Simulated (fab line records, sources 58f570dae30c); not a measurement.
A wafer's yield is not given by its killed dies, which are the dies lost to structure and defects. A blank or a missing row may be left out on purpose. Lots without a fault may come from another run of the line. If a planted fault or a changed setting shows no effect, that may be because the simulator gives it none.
Tool commonality check :: flow berkeley-cmos170 :: 14 lots and 42 wafers in the sample

== WHAT PROMPTED THE OPENING ==
Of 14 lots, 2 have the reading NLDD_TW flagged at UCB170_NLDD_TW_MEAS_11. Wafers without a fault read 2203, standard deviation 19.
Rule: a lot is flagged when every wafer of it that has a number lies more than 4 standard deviations from that mean, or none has a number. As for the other lots, they are considered sound.

lot: L286
measured: day 6 03:41
on: film-metro-03
NLDD_TW, wafer by wafer: 2236 2240 2237
flag: 

lot: L287
measured: day 6 19:54
on: film-metro-04
NLDD_TW, wafer by wafer: 2200 2207 2223
flag: 

lot: L288
measured: day 7 06:43
on: film-metro-02
NLDD_TW, wafer by wafer: 2233 2228 2233
flag: 

lot: L290
measured: day 7 06:56
on: film-metro-02
NLDD_TW, wafer by wafer: 2228 2238 2240
flag: 

lot: L289
measured: day 7 07:29
on: film-metro-02
NLDD_TW, wafer by wafer: 2233 2241 2231
flag: 

lot: L292
measured: day 8 04:59
on: film-metro-04
NLDD_TW, wafer by wafer: 2182 2185 2175
flag: 

lot: L291
measured: day 8 05:41
on: film-metro-04
NLDD_TW, wafer by wafer: 2173 2190 2180
flag: 

lot: L296
measured: day 8 20:08
on: film-metro-04
NLDD_TW, wafer by wafer: 2086 2076 2086
flag: FLAGGED

lot: L298
measured: day 9 03:31
on: film-metro-02
NLDD_TW, wafer by wafer: 2106 2105 2107
flag: FLAGGED

lot: L302
measured: day 10 06:24
on: film-metro-02
NLDD_TW, wafer by wafer: 2205 2200 2206
flag: 

lot: L303
measured: day 10 07:00
on: film-metro-04
NLDD_TW, wafer by wafer: 2200 2187 2202
flag: 

lot: L305
measured: day 10 14:30
on: film-metro-03
NLDD_TW, wafer by wafer: 2204 2190 2200
flag: 

lot: L308
measured: day 10 20:23
on: film-metro-04
NLDD_TW, wafer by wafer: 2186 2203 2206
flag: 

lot: L309
measured: day 11 05:26
on: film-metro-04
NLDD_TW, wafer by wafer: 2195 2200 2189
flag: 
The numbers of the flagged lots are 2094 on average: -109 against the usual, or -6 standard deviations.

== WHICH TOOL RAN EACH LOT ==
Before the reading, the record contains 2 process steps out of a 331-step route. Each cell gives the tool, then ch followed by the chambers the sampled wafers passed through, then the start.
lot: L286
flag: 
UCB170_GATE_ETCH_15: rie-si-01 ch 1,2, day 5 23:20
UCB170_NLDD_IMPLANT_09: implanter-01 ch 0, day 6 03:26

lot: L287
flag: 
UCB170_GATE_ETCH_15: rie-si-01 ch 1,2, day 6 14:55
UCB170_NLDD_IMPLANT_09: implanter-04 ch 0, day 6 19:39

lot: L288
flag: 
UCB170_GATE_ETCH_15: rie-si-02 ch 1,2, day 7 02:51
UCB170_NLDD_IMPLANT_09: implanter-01 ch 0, day 7 06:28

lot: L290
flag: 
UCB170_GATE_ETCH_15: rie-si-01 ch 0,2,3, day 7 03:08
UCB170_NLDD_IMPLANT_09: implanter-02 ch 0, day 7 06:41

lot: L289
flag: 
UCB170_GATE_ETCH_15: rie-si-02 ch 0,3, day 7 03:23
UCB170_NLDD_IMPLANT_09: implanter-01 ch 0, day 7 07:14

lot: L292
flag: 
UCB170_GATE_ETCH_15: rie-si-01 ch 0,1,2, day 8 01:17
UCB170_NLDD_IMPLANT_09: implanter-04 ch 0, day 8 04:45

lot: L291
flag: 
UCB170_GATE_ETCH_15: rie-si-01 ch 1,3, day 8 01:46
UCB170_NLDD_IMPLANT_09: implanter-02 ch 0, day 8 05:26

lot: L296
flag: FLAGGED
UCB170_GATE_ETCH_15: rie-si-01 ch 0,1, day 8 15:21
UCB170_NLDD_IMPLANT_09: implanter-01 ch 0, day 8 19:55

lot: L298
flag: FLAGGED
UCB170_GATE_ETCH_15: rie-si-01 ch 0,1,2, day 8 23:34
UCB170_NLDD_IMPLANT_09: implanter-01 ch 0, day 9 03:17

lot: L302
flag: 
UCB170_GATE_ETCH_15: rie-si-02 ch 0,3, day 10 02:12
UCB170_NLDD_IMPLANT_09: implanter-04 ch 0, day 10 06:11

lot: L303
flag: 
UCB170_GATE_ETCH_15: rie-si-01 ch 0,1, day 10 02:32
UCB170_NLDD_IMPLANT_09: implanter-04 ch 0, day 10 06:47

lot: L305
flag: 
UCB170_GATE_ETCH_15: rie-si-02 ch 1,2, day 10 09:35
UCB170_NLDD_IMPLANT_09: implanter-02 ch 0, day 10 14:15

lot: L308
flag: 
UCB170_GATE_ETCH_15: rie-si-01 ch 1,2, day 10 15:10
UCB170_NLDD_IMPLANT_09: implanter-02 ch 0, day 10 20:10

lot: L309
flag: 
UCB170_GATE_ETCH_15: rie-si-02 ch 0,2,3, day 10 23:32
UCB170_NLDD_IMPLANT_09: implanter-02 ch 0, day 11 05:11
What these steps do:
- UCB170_GATE_ETCH_15: etches poly-Si in HBr/Cl2, stops on SiO2, time 56.3 s, target depth 278.2 nm.
- UCB170_NLDD_IMPLANT_09
- UCB170_NLDD_TW_MEAS_11

== FLAGGED OVER TOTAL, TOOL BY TOOL (the gauges that took the reading come last) ==
step: UCB170_GATE_ETCH_15
tool: rie-si-01
lots run: 9
flagged: 2
share of the flagged lots: all
sound lots run after its first flagged lot: 2 (L303,L308)

step: UCB170_GATE_ETCH_15
tool: rie-si-02
lots run: 5
flagged: 0
share of the flagged lots: none
sound lots run after its first flagged lot: -

step: UCB170_NLDD_IMPLANT_09
tool: implanter-01
lots run: 5
flagged: 2
share of the flagged lots: all
sound lots run after its first flagged lot: 0

step: UCB170_NLDD_IMPLANT_09
tool: implanter-02
lots run: 5
flagged: 0
share of the flagged lots: none
sound lots run after its first flagged lot: -

step: UCB170_NLDD_IMPLANT_09
tool: implanter-04
lots run: 4
flagged: 0
share of the flagged lots: none
sound lots run after its first flagged lot: -

step: UCB170_NLDD_TW_MEAS_11
tool: film-metro-02
lots run: 5
flagged: 1
share of the flagged lots: some
sound lots run after its first flagged lot: 1 (L302)

step: UCB170_NLDD_TW_MEAS_11
tool: film-metro-03
lots run: 2
flagged: 0
share of the flagged lots: none
sound lots run after its first flagged lot: -

step: UCB170_NLDD_TW_MEAS_11
tool: film-metro-04
lots run: 7
flagged: 1
share of the flagged lots: some
sound lots run after its first flagged lot: 3 (L303,L308,L309)

== WHAT THE TABLE ALLOWS ==
Rows of the table that ran all the flagged lots, 2 in number: rie-si-01 at UCB170_GATE_ETCH_15; implanter-01 at UCB170_NLDD_IMPLANT_09.
- rie-si-01 at UCB170_GATE_ETCH_15 ran 9 lots, 2 of them flagged. Sound lots followed the first flagged one (L303, L308) on it, something a lasting fault affecting the whole tool could not allow.
- implanter-01 at UCB170_NLDD_IMPLANT_09 ran 5 lots, 2 of them flagged. It ran its last sound lot, L289, at day 7 07:14 and its first flagged lot, L296, at day 8 19:55: a fault with its onset between the two fits. Its own readings (dose-ions-cm2, faraday-current-uA) fall more than 4 standard deviations out on all wafers of the flagged lots.
What remains is a single tool, implanter-01 at UCB170_NLDD_IMPLANT_09.

== WHAT THE SIMULATOR HAD PUT IN ==
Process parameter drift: implanter-01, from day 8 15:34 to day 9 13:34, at UCB170_NLDD_IMPLANT_09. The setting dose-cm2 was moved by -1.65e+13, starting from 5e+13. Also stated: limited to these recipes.
Struck lots among those shown: L296, L298. The rule above reached the same finding.
